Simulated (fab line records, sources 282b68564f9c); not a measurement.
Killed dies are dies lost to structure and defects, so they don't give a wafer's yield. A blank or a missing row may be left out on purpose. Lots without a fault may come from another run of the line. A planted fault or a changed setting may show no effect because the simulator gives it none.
Which tool did it? | flow rit_cmos | 13 lots, 39 wafers sampled, at 2 steps of a route of 202

WHAT THE GAUGES READ, wafer by wafer
RIT_GATE_THK_MEAS_09.
lot  | measured    | on            | GATE_POLY_THK (nm)
L707 | day 2 12:19 | film_metro-04 | 252.1 251.9 251.9
L708 | day 2 16:49 | film_metro-04 | 253.4 248.0 253.4
L710 | day 3 02:09 | film_metro-04 | 244.3 247.6 246.9
L711 | day 3 07:10 | film_metro-02 | 246.0 246.1 244.3
L712 | day 3 14:51 | film_metro-03 | 248.0 247.8 247.3
L713 | day 3 17:44 | film_metro-03 | 251.0 252.0 250.2
L714 | day 4 00:22 | film_metro-04 | 246.3 245.5 245.0
L715 | day 4 02:40 | film_metro-04 | 248.7 248.2 246.8
L716 | day 4 08:35 | film_metro-03 | 247.4 245.9 247.8
L717 | day 4 14:01 | film_metro-04 | 250.7 249.4 252.5
L718 | day 4 22:11 | film_metro-04 | 250.3 247.7 249.0
L720 | day 5 08:50 | film_metro-02 | 110.8 107.9 111.2 110.9 108.0 111.1
L723 | day 5 20:44 | film_metro-04 | 244.7 245.2 246.9

WHICH TOOL RAN EACH LOT (tool, then ch and the chambers of the sampled wafers, then the start)
lot  | RIT_GATE_CVD_08
L707 | lpcvd-01 ch 1, day 2 10:41
L708 | lpcvd-01 ch 0, day 2 15:11
L710 | lpcvd-02 ch 1, day 3 00:32
L711 | lpcvd-02 ch 1, day 3 05:32
L712 | lpcvd-01 ch 0, day 3 13:14
L713 | lpcvd-02 ch 1, day 3 16:07
L714 | lpcvd-02 ch 0, day 3 22:46
L715 | lpcvd-01 ch 0, day 4 01:02
L716 | lpcvd-02 ch 0, day 4 06:58
L717 | lpcvd-02 ch 1, day 4 12:23
L718 | lpcvd-01 ch 0, day 4 20:34
L720 | lpcvd-01 ch 0, day 5 07:12
L723 | lpcvd-02 ch 0, day 5 19:07
- RIT_GATE_CVD_08: deposits poly-Si from SiH4, target thk 250 nm, time 2220 s.

WHAT THE TOOLS THEMSELVES READ (means of the sampled wafers that have a number; where no wafer has one, the mark that the record gives instead)
The record holds no such reading with a usual standard deviation.

THE ANSWER, worked out from the rows above alone
Rule: what is usual is taken from the lots themselves. Put in order of their means at a reading, lots are off if they are a third of the lots or fewer, leave a main group of 4 or more, and stand apart from it by a gap of 3 or more times the standard deviation of the main group's means; of several such gaps the widest counts. A main group whose means are all the same, to the digits that the tables above print for the reading, isn't used. A lot without any number at a reading at which 4 lots or more have one is off too. The other lots that the step has rows for count as sound. The gauges are gone through in route order, then the tools' own readings, and for those a lot's mean is taken as printed above. The first step at which some lot is off is used, and at that step the reading that is off furthest; a lot without a number counts as furthest.
Off: L720, at RIT_GATE_THK_MEAS_09 (GATE_POLY_THK). The main group: mean 248.3 nm, standard deviation 2.4.
A tool fits if, at a process step before that reading, it ran every lot that is off, and no sound lot after the first of them. The gauges at RIT_GATE_THK_MEAS_09 are tried like those tools. Can't be told from this: 2 tools fit, lpcvd-01 at RIT_GATE_CVD_08, film_metro-02 at RIT_GATE_THK_MEAS_09.

WHAT THE SIMULATOR HAD PUT IN
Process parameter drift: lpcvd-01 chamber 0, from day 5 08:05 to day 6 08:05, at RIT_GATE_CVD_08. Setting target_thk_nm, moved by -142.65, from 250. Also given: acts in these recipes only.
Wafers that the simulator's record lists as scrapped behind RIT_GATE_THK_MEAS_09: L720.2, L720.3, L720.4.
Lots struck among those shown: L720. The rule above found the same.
